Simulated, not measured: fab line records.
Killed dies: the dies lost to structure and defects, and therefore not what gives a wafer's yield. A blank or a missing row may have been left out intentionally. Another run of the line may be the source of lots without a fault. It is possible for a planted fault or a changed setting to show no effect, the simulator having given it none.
What tool caused it? + flow berkeleyCmos170 + 7 lots (20 wafers sampled), 1 step of a 331-step route

WHAT THE GAUGES READ, wafer by wafer
UCB170_WELLDRIVE_THK_MEAS_02.
| lot  | measured    | on           | WELLDRIVE_OXIDE_THK (nm) |
|------|-------------|--------------|--------------------------|
| L580 | day 4 07:35 | filmMetro-04 | 205 209 209              |
| L583 | day 4 20:40 | filmMetro-04 | 196 199 200              |
| L585 | day 5 04:43 | filmMetro-01 | 199 201 198              |
| L587 | day 5 23:35 | filmMetro-03 | 197 197 199              |
| L588 | day 6 04:49 | filmMetro-04 | 197 198 197              |
| L594 | day 7 05:07 | filmMetro-04 | 196 195                  |
| L600 | day 8 09:05 | filmMetro-03 | 204 199 205              |

TOOL THAT RAN EACH LOT (tool first, then ch and the chambers of the sampled wafers, then the start)
No process step before these readings appears in the record.

THE ANSWER, worked out from the rows above alone
Rule: usual is defined by the lots themselves. The widest of any qualifying gaps counts: lots, ordered by their means at a reading, are off when they make up no more than a third of the lots, leave a main group of 4 or more, and stand apart from it by 3 or more times the standard deviation of that group's means. A main group is skipped when, at the precision printed for the reading in the tables above, its means are all equal. Also off: a lot with no number at a reading for which 4 or more lots have one. The other lots that the step has rows for count as sound.
No lot is off on any of the readings shown, so nothing can be concluded from this.

WHAT HAD BEEN PUT IN BY THE SIMULATOR
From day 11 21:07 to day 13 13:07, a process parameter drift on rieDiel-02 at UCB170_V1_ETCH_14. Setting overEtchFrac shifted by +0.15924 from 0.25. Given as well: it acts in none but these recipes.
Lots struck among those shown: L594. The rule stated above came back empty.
